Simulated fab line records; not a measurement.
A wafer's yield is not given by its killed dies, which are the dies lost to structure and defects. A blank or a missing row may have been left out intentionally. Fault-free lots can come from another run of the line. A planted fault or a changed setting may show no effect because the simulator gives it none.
What tool caused it? || flow berkeley-cmos170 || 21 wafers from 7 lots sampled at 2 of the route's 331 steps

WHAT THE GAUGES SHOWED, per wafer
UCB170_M2_RS_MEAS_02: measures by four-point-probe.
{"lot": "L301", "measured": "day 7 10:54", "on": "film-metro-03", "M2_AL_RS (ohm/sq)": "0.0322 0.0326 0.0322"}
{"lot": "L305", "measured": "day 8 01:31", "on": "film-metro-02", "M2_AL_RS (ohm/sq)": "0.0321 0.0321 0.0320"}
{"lot": "L310", "measured": "day 9 06:41", "on": "film-metro-02", "M2_AL_RS (ohm/sq)": "0.0323 0.0327 0.0321"}
{"lot": "L311", "measured": "day 9 17:58", "on": "film-metro-02", "M2_AL_RS (ohm/sq)": "0.0323 0.0325 0.0330"}
{"lot": "L315", "measured": "day 10 13:10", "on": "film-metro-02", "M2_AL_RS (ohm/sq)": "0.0317 0.0321 0.0324"}
{"lot": "L317", "measured": "day 11 01:04", "on": "film-metro-01", "M2_AL_RS (ohm/sq)": "0.0322 0.0338 0.0323"}
{"lot": "L320", "measured": "day 11 21:20", "on": "film-metro-01", "M2_AL_RS (ohm/sq)": "0.0316 0.0314 0.0324"}

WHICH TOOL RAN EACH LOT (tool, then ch and the chambers of the sampled wafers, then the start)
{"lot": "L301", "UCB170_M2_SPUTTER_01": "pvd-sputter-01, day 7 10:49"}
{"lot": "L305", "UCB170_M2_SPUTTER_01": "pvd-sputter-02, day 8 01:26"}
{"lot": "L310", "UCB170_M2_SPUTTER_01": "pvd-sputter-03, day 9 06:35"}
{"lot": "L311", "UCB170_M2_SPUTTER_01": "pvd-sputter-03, day 9 17:52"}
{"lot": "L315", "UCB170_M2_SPUTTER_01": "pvd-sputter-02, day 10 13:04"}
{"lot": "L317", "UCB170_M2_SPUTTER_01": "pvd-sputter-03, day 11 00:56"}
{"lot": "L320", "UCB170_M2_SPUTTER_01": "pvd-sputter-01, day 11 21:16"}
- UCB170_M2_SPUTTER_01: material Al, target thk 900 nm, time 120 s.

THE ANSWER, worked out from the rows above alone
Rule: usual is defined by the lots themselves. Put in order of their means at a reading, lots are off if they are a third of the lots or fewer, leave a main group of 4 or more, and stand apart from it by a gap of 3 or more times the standard deviation of the main group's means; of several such gaps the widest counts. A main group whose means are all the same, to the digits that the tables above print for the reading, isn't used. A lot without any number at a reading at which 4 lots or more have one is off too. Where the step has rows for the other lots, those lots are counted as sound.
Across all readings shown, no lot is off: no conclusion can be drawn from this.

WHAT THE SIMULATOR PUT IN
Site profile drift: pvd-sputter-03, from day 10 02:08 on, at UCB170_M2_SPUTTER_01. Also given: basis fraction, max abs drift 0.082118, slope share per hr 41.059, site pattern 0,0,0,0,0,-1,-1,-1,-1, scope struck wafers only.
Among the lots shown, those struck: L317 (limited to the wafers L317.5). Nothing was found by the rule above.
